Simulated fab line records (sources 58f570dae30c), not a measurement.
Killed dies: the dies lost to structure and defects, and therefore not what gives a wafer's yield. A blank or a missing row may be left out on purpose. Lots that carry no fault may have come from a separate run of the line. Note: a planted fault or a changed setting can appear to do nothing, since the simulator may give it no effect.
Problem report in the 8D (eight disciplines) form, filled by code	flow berkeley cmos170	the parts of the form that need people (team, actions taken, sign-off) are left out

1. WHAT IS WRONG
Wafers without a fault read 2.002, standard deviation 0.022; chamber o2 ppm at UCB170_SILICIDE_RTA_04 reads a mean of 62.009 on 9 wafers belonging to 3 lots. So: +99 or more standard deviations from the usual mean.
The step: time 15 s.
First observed at day 11 03:41: wafer L967.3, on rtp anneal-01. The record holds 45 wafers of 15 lots with a number at this step. The rule behind "out" and "out of limits": a value lying over 4 standard deviations away from the usual mean. Any other wafer with a number is counted as sound.

2. WHAT IT IS; WHAT IT IS NOT
question	is	is not
which readings at this step	chamber o2 ppm	lamp power pct, wafer_temp_C_max
which lots	L965, L967, L968	L951, L952, L953, L954, L955, L957, L958, L959, L966, L970, L971, L973
which wafers of those lots	all that have a number	-
read on which tools	rtp anneal-01	rtp anneal-02
when	from day 11 03:41	up to then (24 sound wafers); but 12 sound wafers of L966, L970, L971, L973 came after

3. THE SUSPECTS, EACH WITH WHAT RULES IT OUT
Counting: any tool at a process step up to the reading is kept as a suspect provided that every lot that is out went through it and no sound lot did after the first of them.
- rtp anneal-01 at UCB170_SILICIDE_RTA_04 (time 15 s): kept. It ran every lot that is out, first L967 (day 11 03:41), and no sound lot after that; its last sound lot up to then is L958 (day 9 21:39). Its own readings are out on those wafers: chamber o2 ppm.
Remaining after the count: rtp anneal-01 at UCB170_SILICIDE_RTA_04.

4. THE CAUSE (what the simulator had put in)
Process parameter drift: rtp anneal-01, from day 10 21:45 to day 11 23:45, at UCB170_SILICIDE_RTA_04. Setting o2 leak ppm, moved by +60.
This tool alone remained once counting was done.

5. THE CHAIN OF EFFECTS, in route order
Each row: a reading where the mean over the struck wafers with a number is more than 3 standard deviations away from the usual. Readings are gone through only where the record gives a usual standard deviation; hours: the median, over the lots, of the time from a lot's start at the first step in this table giving one to that lot's start at this step; sigmas: the change measured in usual standard deviations.
hours	step	reading	usual	on struck wafers	change	sigmas
0	UCB170_SILICIDE_RTA_04	chamber o2 ppm	2.002	62.009	+60.007	+99 or more
Here are the process steps it includes:
- UCB170_SILICIDE_RTA_04: time 15 s.

6. WHAT WOULD HAVE CAUGHT IT SOONER
In this record no reading fell out of limits until day 11 03:41, 6 hours after the fault had begun at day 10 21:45.
